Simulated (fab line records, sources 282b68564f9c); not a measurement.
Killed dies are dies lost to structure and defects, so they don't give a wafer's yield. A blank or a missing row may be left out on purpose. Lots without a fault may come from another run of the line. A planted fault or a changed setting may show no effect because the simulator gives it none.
fab line records | flow rit_cmos
record lots=5 wafers=15 last_day=7
route steps=202 shown SDANNEAL@156 PSD@157 NSD@158 PLDD@159 NLDD@160 SILICIDE@161 CONTACT@168
lots that met no fault: from a run of the same line without faults
start_h: hours from the record's first day to the start of the lot's first wafer shown | wait_h: hours since the lot's step before | " the same as in the row above | L1.1+2: a row that stands for several wafers | - no value, or no start given | * or withheld: withheld | < > ~ a bound
route shown NAME@n: a module of which the file shows steps, and the number in the route of the first | usual: mean/standard deviation of fault-free wafers | same: alike in all rows | chamber/n: place in a boat | sites: the reading at each site | _std_site: their standard deviation | _edge_site: outer sites' mean less inner sites' | radius_mm: how far each site lies from the wafer's centre | mask NAME#n: copy n | behind: the tool/chamber that last shaped the wafer | hold: why the lot was held/for how many hours/how that ended | device: the transistor (n, p or np) that didn't switch | end of line: the same wafers' tests at the end of the route | a step without rows: its recipe alone | killed: dies lost to structure and defects at the first sort, not the wafer's yield | map: a wafer's dies, x killed, . not, _ none there
set.NAME: the setting as run; set.NAME@STEP: as run at that earlier step | model.NAME: the simulator's own value behind a step, which no gauge read
lots at some steps of the route; a table a step, a row a wafer
services: from which hour (start_h, from the record's first day; less than 0 if before it) a tool's chamber was out of use, for how many hours, and why
## steps
# step RIT_SDANNEAL_RTA_03
# recipe temp_c=1050 time_s=5 idle_temp_c=600 ramp_up_c_per_s=342 ramp_down_c_per_s=171 cool_to_c=600 ambient=N2
# usual ramp_up_c_per_s=342.00/0.065 wafer_temp_C_max=1053.5/1.2
# same time_s=5
# columns lot.wafer tool chamber start_h wait_h ramp_up_c_per_s wafer_temp_C_max
L109.2 rtp_anneal-02 0 64.29 0.0 341.95 1053.3
L109.4 " 0 " " 342.00 1054.0
L109.6 " 0 " " 342.00 1052.7
L113.2 rtp_anneal-02 0 84.01 0.0 341.95 1054.0
L113.3 " 0 " " 341.90 1051.9
L113.4 " 0 " " 341.96 1053.5
L121.2 rtp_anneal-02 0 124.65 0.0 342.05 1052.2
L121.4 " 0 " " 342.06 1053.7
L121.5 " 0 " " 342.07 1054.2
L127.2 rtp_anneal-02 0 155.06 0.0 342.07 1052.5
L127.3 " 0 " " 341.99 1054.3
L127.5 " 0 " " 342.03 1053.1
L128.1 rtp_anneal-01 0 159.54 0.0 342.01 1051.9
L128.2 " 0 " " 342.03 1051.9
L128.3 " 0 " " 341.92 1054.3
# step RIT_SDANNEAL_RS_MEAS_04
# recipe thk_meas_gauge=four-point-probe
# usual PSD_RS=116.08/0.29
# columns lot.wafer tool chamber start_h wait_h PSD_RS[ohm/sq]
L109.2 film_metro-02 - 64.36 0.1 115.62
L109.4 " - " " 115.83
L109.6 " - " " 116.23
L113.2 film_metro-01 - 84.08 0.1 115.74
L113.3 " - " " 116.01
L113.4 " - " " 115.67
L121.2 film_metro-04 - 124.72 0.1 115.69
L121.4 " - " " 115.59
L121.5 " - " " 115.82
L127.2 film_metro-04 - 155.12 0.1 116.42
L127.3 " - " " 116.56
L127.5 " - " " 116.55
L128.1 film_metro-01 - 159.60 0.0 116.09
L128.2 " - " " 116.12
L128.3 " - " " 116.42
# step RIT_SDANNEAL_RS_MEAS_05
# recipe thk_meas_gauge=four-point-probe
# usual NSD_RS=84.62/0.29
# columns lot.wafer tool chamber start_h wait_h NSD_RS[ohm/sq]
L109.2 film_metro-02 - 64.48 0.1 85.11
L109.4 " - " " 84.63
L109.6 " - " " 84.84
L113.2 film_metro-01 - 84.20 0.1 84.56
L113.3 " - " " 84.61
L113.4 " - " " 84.61
L121.2 film_metro-04 - 124.84 0.1 84.73
L121.4 " - " " 84.63
L121.5 " - " " 84.83
L127.2 film_metro-04 - 155.24 0.1 84.54
L127.3 " - " " 84.36
L127.5 " - " " 84.57
L128.1 film_metro-01 - 159.72 0.1 84.59
L128.2 " - " " 84.65
L128.3 " - " " 84.44
# step RIT_SDANNEAL_RS_MEAS_06
# recipe thk_meas_gauge=four-point-probe
# usual PLDD_RS=180.5/0.51
# columns lot.wafer tool chamber start_h wait_h PLDD_RS[ohm/sq]
L109.2 film_metro-02 - 64.60 0.1 179.8
L109.4 " - " " 179.1
L109.6 " - " " 180.1
L113.2 film_metro-01 - 84.32 0.1 180.2
L113.3 " - " " 180.8
L113.4 " - " " 180.4
L121.2 film_metro-04 - 124.96 0.1 179.6
L121.4 " - " " 180.0
L121.5 " - " " 179.7
L127.2 film_metro-04 - 155.36 0.1 181.1
L127.3 " - " " 181.5
L127.5 " - " " 181.2
L128.1 film_metro-01 - 159.84 0.1 180.6
L128.2 " - " " 180.4
L128.3 " - " " 180.5
# step RIT_SDANNEAL_RS_MEAS_07
# recipe thk_meas_gauge=four-point-probe
# usual NLDD_RS=152.7/0.54
# columns lot.wafer tool chamber start_h wait_h NLDD_RS[ohm/sq]
L109.2 film_metro-02 - 64.72 0.1 152.5
L109.4 " - " " 152.7
L109.6 " - " " 151.7
L113.2 film_metro-01 - 84.44 0.1 153.6
L113.3 " - " " 153.5
L113.4 " - " " 153.1
L121.2 film_metro-04 - 125.08 0.1 153.2
L121.4 " - " " 153.1
L121.5 " - " " 153.2
L127.2 film_metro-04 - 155.48 0.1 151.9
L127.3 " - " " 151.7
L127.5 " - " " 152.8
L128.1 film_metro-01 - 159.96 0.1 152.8
L128.2 " - " " 152.7
L128.3 " - " " 152.4
# step RIT_SILICIDE_WET_ETCH_00
# recipe chemistry=BOE target=SiO2 target_depth_nm=14 time_s=15 dry=n2_spin dilution=10:1 temp_c=21.5
# step RIT_SILICIDE_SPUTTER_01
# recipe material=Ti target_thk_nm=30 power_w=350 chamber_pressure_pa=0.667 gas=Ar time_s=240 substrate_temp_c=25
# usual cathode_dc_power_W=350.00/0.074 throttle_valve_pct=29.8/0.93
# same time_s=240
# columns lot.wafer tool chamber start_h wait_h cathode_dc_power_W throttle_valve_pct
L109.2 pvd_sputter-01 - 64.84 0.0 350.05 29.2
L109.4 " - " " 350.09 29.5
L109.6 " - " " 350.04 29.8
L113.2 pvd_sputter-02 - 84.55 0.0 349.96 28.1
L113.3 " - " " 350.01 29.1
L113.4 " - " " 349.82 29.9
L121.2 pvd_sputter-03 - 125.19 0.0 350.01 31.0
L121.4 " - " " 350.05 31.3
L121.5 " - " " 349.91 28.9
L127.2 pvd_sputter-02 - 155.60 0.0 349.97 28.1
L127.3 " - " " 349.95 29.1
L127.5 " - " " 349.93 28.1
L128.1 pvd_sputter-01 - 160.09 0.0 349.91 29.2
L128.2 " - " " 349.99 30.4
L128.3 " - " " 349.91 31.0
# step RIT_SILICIDE_RS_MEAS_02
# recipe thk_meas_gauge=four-point-probe reads=Ti_of_SILICIDE_SPUTTER_01
# usual SILICIDE_TI_RS=47.5/0.74
# columns lot.wafer tool chamber start_h wait_h SILICIDE_TI_RS[ohm/sq]
L109.2 film_metro-03 - 65.01 0.1 48.7
L109.4 " - " " 48.4
L109.6 " - " " 49.0
L113.2 film_metro-02 - 84.72 0.1 46.1
L113.3 " - " " 47.0
L113.4 " - " " 47.4
L121.2 film_metro-03 - 125.36 0.1 48.3
L121.4 " - " " 48.5
L121.5 " - " " 47.5
L127.2 film_metro-01 - 155.77 0.1 46.3
L127.3 " - " " 47.5
L127.5 " - " " 46.8
L128.1 film_metro-01 - 160.24 0.1 46.4
L128.2 " - " " 45.8
L128.3 " - " " 46.2
# step RIT_SILICIDE_THK_MEAS_03
# recipe thk_meas_gauge=xrf reads=Ti_of_SILICIDE_SPUTTER_01
# usual SILICIDE_TI_THK=30.3/0.41
# columns lot.wafer tool chamber start_h wait_h SILICIDE_TI_THK[nm]
L109.2 film_metro-03 - 65.12 0.1 29.7
L109.4 " - " " 29.9
L109.6 " - " " 29.7
L113.2 film_metro-02 - 84.83 0.1 30.9
L113.3 " - " " 30.3
L113.4 " - " " 30.4
L121.2 film_metro-03 - 125.47 0.1 30.0
L121.4 " - " " 29.9
L121.5 " - " " 30.5
L127.2 film_metro-01 - 155.88 0.1 30.8
L127.3 " - " " 30.3
L127.5 " - " " 30.7
L128.1 film_metro-01 - 160.36 0.1 30.9
L128.2 " - " " 31.2
L128.3 " - " " 31.0
# step RIT_SILICIDE_RTA_04
# recipe temp_c=650 time_s=10 idle_temp_c=25 ramp_up_s=5 ramp_down_s=5 cool_to_c=25 ambient=N2
# usual wafer_temp_C_max=653.0/0.61
# same time_s=10
# columns lot.wafer tool chamber start_h wait_h wafer_temp_C_max
L109.2 rtp_anneal-01 0 65.18 0.1 652.4
L109.4 " 0 " " 652.3
L109.6 " 0 " " 652.6
L113.2 rtp_anneal-01 0 84.89 0.1 653.6
L113.3 " 0 " " 653.2
L113.4 " 0 " " 653.2
L121.2 rtp_anneal-01 0 125.53 0.1 653.5
L121.4 " 0 " " 654.0
L121.5 " 0 " " 652.6
L127.2 rtp_anneal-01 0 155.94 0.1 653.4
L127.3 " 0 " " 653.1
L127.5 " 0 " " 653.7
L128.1 rtp_anneal-02 0 160.42 0.1 652.9
L128.2 " 0 " " 653.3
L128.3 " 0 " " 653.0
# step RIT_SILICIDE_WET_ETCH_05
# recipe chemistry=SPM target=Ti temp_c=90 time_s=120 dry=n2_spin
# step RIT_SILICIDE_RTA_06
# recipe temp_c=750 time_s=10 idle_temp_c=25 ramp_up_s=5 ramp_down_s=10 cool_to_c=25 ambient=N2
# usual wafer_temp_C_max=753.5/0.64
# same time_s=10
# columns lot.wafer tool chamber start_h wait_h wafer_temp_C_max
L109.2 rtp_anneal-02 0 65.29 0.0 753.3
L109.4 " 0 " " 753.7
L109.6 " 0 " " 753.3
L113.2 rtp_anneal-02 0 85.00 0.0 754.4
L113.3 " 0 " " 754.7
L113.4 " 0 " " 755.7
L121.2 rtp_anneal-02 0 125.64 0.0 753.8
L121.4 " 0 " " 754.2
L121.5 " 0 " " 753.3
L127.2 rtp_anneal-02 0 156.05 0.0 752.6
L127.3 " 0 " " 753.9
L127.5 " 0 " " 753.7
L128.1 rtp_anneal-01 0 160.53 0.0 753.6
L128.2 " 0 " " 753.5
L128.3 " 0 " " 753.1
# step RIT_CONTACT_CVD_00
# recipe material=SiO2 target_thk_nm=400 precursor=TEOS temp_c=390 time_s=63.28 rf_w=400
# usual heater_power_w=319/50
# columns lot.wafer tool chamber start_h wait_h heater_power_w model.SiO2_of_CONTACT_CVD_00.thk_nm
L109.2 pecvd-02 2 65.34 0.0 312 420
L109.4 " 2 " " 331 426.1
L109.6 " 0 " " 286 425
L113.2 pecvd-01 0 85.06 0.0 326 537.1
L113.3 " 2 " " 251 404
L113.4 " 0 " " 341 548
L121.2 pecvd-02 0 125.69 0.0 313 414.1
L121.4 " 1 " " 309 418.4
L121.5 " 0 " " 235 414.8
L127.2 pecvd-02 1 156.11 0.0 324 407.9
L127.3 " 0 " " 280 412.1
L127.5 " 2 " " 347 424.6
L128.1 pecvd-01 2 160.60 0.1 327 415.5
L128.2 " 1 " " 280 417.2
L128.3 " 0 " " 299 425.6
# step RIT_CONTACT_THK_MEAS_01
# recipe reads=SiO2_of_CONTACT_CVD_00
# usual CONTACT_TEOS_THK=416/5.5
# columns lot.wafer tool chamber start_h wait_h CONTACT_TEOS_THK[nm]
L109.2 film_metro-01 - 65.40 0.0 420
L109.4 " - " " 426
L109.6 " - " " 425
L113.2 film_metro-03 - 85.12 0.0 537
L113.3 " - " " 404
L113.4 " - " " 548
L121.2 film_metro-01 - 125.75 0.0 414
L121.4 " - " " 418
L121.5 " - " " 415
L127.2 film_metro-03 - 156.17 0.0 408
L127.3 " - " " 412
L127.5 " - " " 425
L128.1 film_metro-03 - 160.65 0.0 416
L128.2 " - " " 417
L128.3 " - " " 425
# step RIT_CONTACT_HMDS_02
# recipe prime_time_s=60 prime_temp_c=140
# step RIT_CONTACT_COAT_03
# recipe resist=NOVOLAK spin_rpm=3250 resist_thk_nm=1000
# step RIT_CONTACT_SOFTBAKE_04
# recipe resist=NOVOLAK temp_c=90 time_s=60
# step RIT_CONTACT_EXPOSE_05
# recipe mask_id=M11 na=0.6 source_shape=conventional sigma_outer=0.5 target_cd_nm=1000 dose_mj=248.4
# step RIT_CONTACT_PEB_06
# recipe resist=NOVOLAK temp_c=withheld time_s=withheld
# step RIT_CONTACT_DEVELOP_07
# recipe resist=NOVOLAK develop_time_s=120 dev_temp_c=23
# step RIT_CONTACT_CD_MEAS_08
# recipe target_cd_nm=1000
# usual cd_nm=1000.4/1.9
# columns lot.wafer tool chamber start_h wait_h cd_nm
L109.2 cd_sem-01 - 66.56 - 1001.5
L109.4 " - " " 999.5
L109.6 " - " " 999.5
L113.2 cd_sem-02 - 86.16 - 1001.0
L113.3 " - " " 1000.2
L113.4 " - " " 1000.2
L121.2 cd_sem-01 - 126.92 - 998.8
L121.4 " - " " 998.7
L121.5 " - " " 999.4
L127.2 cd_sem-02 - 157.20 - 999.8
L127.3 " - " " 999.7
L127.5 " - " " 1000.4
L128.1 cd_sem-01 - 161.67 - 998.8
L128.2 " - " " 999.4
L128.3 " - " " 1002.1
# step RIT_CONTACT_OVL_MEAS_09
# usual CONTACT_OVL=0.5/1.4
# columns lot.wafer tool chamber start_h wait_h CONTACT_OVL[nm]
L109.2 overlay-02 - 66.67 0.1 1.2
L109.4 " - " " -0.3
L109.6 " - " " 0.0
L113.2 overlay-01 - 86.26 0.1 2.3
L113.3 " - " " 2.0
L113.4 " - " " 1.1
L121.2 overlay-01 - 127.02 0.1 -0.3
L121.4 " - " " -1.8
L121.5 " - " " 0.6
L127.2 overlay-02 - 157.31 0.1 -0.3
L127.3 " - " " 0.8
L127.5 " - " " 0.0
L128.1 overlay-02 - 161.79 0.1 -2.2
L128.2 " - " " 0.3
L128.3 " - " " -0.4
# step RIT_CONTACT_HARDBAKE_10
# recipe resist=NOVOLAK temp_c=140 time_s=60
# step RIT_CONTACT_ETCH_11
# recipe target_depth_a=4800 over_etch_frac=0.2 stop_on=TiSi2 chemistry=CHF3/CF4/Ar target=SiO2 CHF3_flow_sccm=50 cf4_flow_sccm=10 Ar_flow_sccm=100 O2_flow_sccm=5 pressure_mtorr=100 rf_w=200 time_s=320
# usual cf4_flow_sccm=10.00/0.031 drypump_motor_current_A=6.0/0.46 oes_product_au=0.990/0.017 throttle_valve_pct=8.93/0.08
# same time_s=320
# columns lot.wafer tool chamber start_h wait_h cf4_flow_sccm drypump_motor_current_A oes_product_au rf_hours_counter_h throttle_valve_pct model.etch.depth_nm model.CONTACT.feature_depth_nm
L109.2 rie_diel-03 1 66.85 0.1 9.93 5.9 0.974 93 8.85 420 420
L109.4 " 0 " " 10.00 5.8 1.011 30 8.90 426.1 426.1
L109.6 " 1 " " 9.99 5.9 0.977 - 8.89 425 425
L113.2 rie_diel-02 2 86.44 0.1 9.99 6.2 1.023 99 9.00 490 490
L113.3 " 3 " " 10.02 5.3 0.962 27 8.93 404 404
L113.4 " 0 " " 10.06 5.6 1.023 20 8.88 480.5 480.5
L121.2 rie_diel-03 0 127.20 0.1 9.92 5.8 0.998 31 8.88 414.1 414.1
L121.4 " 3 " " 9.95 6.7 1.000 10 9.10 418.4 418.4
L121.5 " 3 " " 10.00 6.7 0.989 - 9.10 414.8 414.8
L127.2 rie_diel-02 2 157.49 0.1 9.98 6.2 1.001 101 9.00 407.9 407.9
L127.3 " 3 " " 10.04 5.3 0.960 29 8.92 412.1 412.1
L127.5 " 1 " " 10.02 6.8 0.969 - 8.90 424.6 424.6
L128.1 rie_diel-02 2 161.98 0.1 10.00 6.3 1.013 101 8.99 415.5 415.5
L128.2 " 1 " " 10.01 6.7 0.974 85 8.90 417.2 417.2
L128.3 " 3 " " 9.99 5.3 0.965 29 8.93 425.6 425.6
# step RIT_CONTACT_STRIP_12
# recipe chemistry=O2 time_s=180 resist=NOVOLAK platen_temp_c=withheld power_w=500 pressure_mtorr=4000 o2_flow_sccm=4000
# usual drypump_motor_current_A=5.5/0.5
# same time_s=180
# columns lot.wafer tool chamber start_h wait_h drypump_motor_current_A rf_hours_counter_h
L109.2 plasma_asher-01 0 67.04 0.1 6.3 44
L109.4 " 1 " " 5.2 -
L109.6 " 1 " " 5.2 -
L113.2 plasma_asher-01 0 86.64 0.1 6.3 46
L113.3 " 1 " " 5.2 -
L113.4 " 0 " " 6.3 -
L121.2 plasma_asher-01 1 127.40 0.1 5.2 50
L121.4 " 0 " " 6.3 -
L121.5 " 1 " " 5.2 -
L127.2 plasma_asher-03 0 157.68 0.1 5.5 4
L127.3 " 1 " " 6.0 -
L127.5 " 1 " " 6.0 -
L128.1 plasma_asher-02 1 162.17 0.1 4.8 38
L128.2 " 0 " " 5.4 38
L128.3 " 0 " " 5.4 -
# step RIT_CONTACT_CD_MEAS_90
# recipe target_cd_nm=1000
# usual cd_nm=1000.3/1.9
# columns lot.wafer tool chamber start_h wait_h cd_nm
L109.2 cd_sem-02 - 67.24 0.1 1000.6
L109.4 " - " " 999.7
L109.6 " - " " 999.4
L113.2 cd_sem-02 - 86.83 0.1 1000.5
L113.3 " - " " 1000.0
L113.4 " - " " 999.4
L121.2 cd_sem-01 - 127.59 0.1 998.8
L121.4 " - " " 998.8
L121.5 " - " " 999.1
L127.2 cd_sem-01 - 157.88 0.1 999.7
L127.3 " - " " 999.5
L127.5 " - " " 999.7
L128.1 cd_sem-01 - 162.35 0.1 998.8
L128.2 " - " " 999.8
L128.3 " - " " 1002.2
# step RIT_CONTACT_CLEAN_13
# recipe chemistry=SC1 mix=3:3:50 time_s=600 temp_c=75
# same time_s=600
# columns lot.wafer tool chamber start_h wait_h model.SiO2_of_CONTACT_CVD_00.thk_nm
L109.2 wet_bench-03 1 67.34 0.1 415.9
L109.4 " 1 " " 422
L109.6 " 1 " " 420.8
L113.2 wet_bench-02 2 86.93 0.1 533.1
L113.3 " 2 " " 399.9
L113.4 " 2 " " 543.9
L121.2 wet_bench-04 1 127.69 0.1 410
L121.4 " 1 " " 414.2
L121.5 " 1 " " 410.7
L127.2 wet_bench-02 1 157.98 0.1 403.8
L127.3 " 1 " " 408
L127.5 " 1 " " 420.5
L128.1 wet_bench-03 3 162.47 0.1 411.5
L128.2 " 3 " " 413.1
L128.3 " 3 " " 421.5
# step RIT_CONTACT_CLEAN_14
# recipe chemistry=SC2 mix=3:3:50 time_s=600 temp_c=75 dry=n2_spin
## services
# columns tool chamber start_h hours kind
rie_diel-03 2 44.80 6.3 repair
rie_diel-02 1 57.73 4.4 repair
pvd_sputter-02 - 58.01 7.9 repair
pecvd-01 - 59.08 1.0 repair
pecvd-02 - 73.81 1.2 repair
rtp_anneal-01 - 75.36 3.7 pm
wet_bench-04 - 77.56 1.1 repair
pvd_sputter-02 - 79.80 1.2 repair
rie_diel-03 2 85.79 8.8 repair
pvd_sputter-01 - 93.62 1.8 repair
wet_bench-02 - 101.87 4.4 pm
plasma_asher-01 - 102.22 7.6 repair
pecvd-02 2 108.58 6.1 repair
plasma_asher-03 - 108.75 9.0 pm
plasma_asher-03 0 108.75 9.0 vent_cycle
plasma_asher-03 1 108.75 9.0 vent_cycle
pvd_sputter-01 - 116.20 13.3 repair
plasma_asher-03 0 117.75 - clean
rie_diel-02 1 120.70 6.3 repair
pecvd-01 2 130.55 7.8 repair
pvd_sputter-01 - 135.10 1.4 repair
wet_bench-04 - 136.17 2.6 repair
plasma_asher-03 - 150.44 2.8 pm
rie_diel-02 - 162.19 2.8 pm
## key
first_sign step=RIT_CONTACT_THK_MEAS_01 reading=CONTACT_TEOS_THK direction=up sigmas=23 usual=416 struck=543
effect none on later readings
model_effect step=RIT_CONTACT_CVD_00 value=SiO2_of_CONTACT_CVD_00.thk_nm without=420.5 struck=542.6
model_effect step=RIT_CONTACT_ETCH_11 value=etch.depth_nm without=420.5 struck=485.2
model_effect step=RIT_CONTACT_CLEAN_13 value=SiO2_of_CONTACT_CVD_00.thk_nm without=416.5 struck=538.5
met_at RIT_CONTACT_CVD_00
struck_wafers L113.2,L113.4
later_rows_left_out L113.2,L113.4
sort_left_out L113.2,L113.4
tester_left_out L113
fault kind=process_parameter_drift tool=pecvd-01 chamber=0 onset_h=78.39 steps=RIT_CONTACT_CVD_00 channel=target_thk_nm offset=117.64 shape=step end_h=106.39 stated=400
# tester_left_out: of these lots the tester's yield and bins aren't shown, on N5 and GAA mostly nor the transistor test; their killed dies are dies lost to structure and defects alone, not to doping, threshold or leakage, so they don't give the yield
# sort_left_out: the simulated sort isn't trusted on such a fault, so these wafers' sort isn't shown, and their yield isn't known
# later_rows_left_out: the simulator's readings of these wafers behind a module that went badly wrong aren't trusted and aren't shown, but for the sort
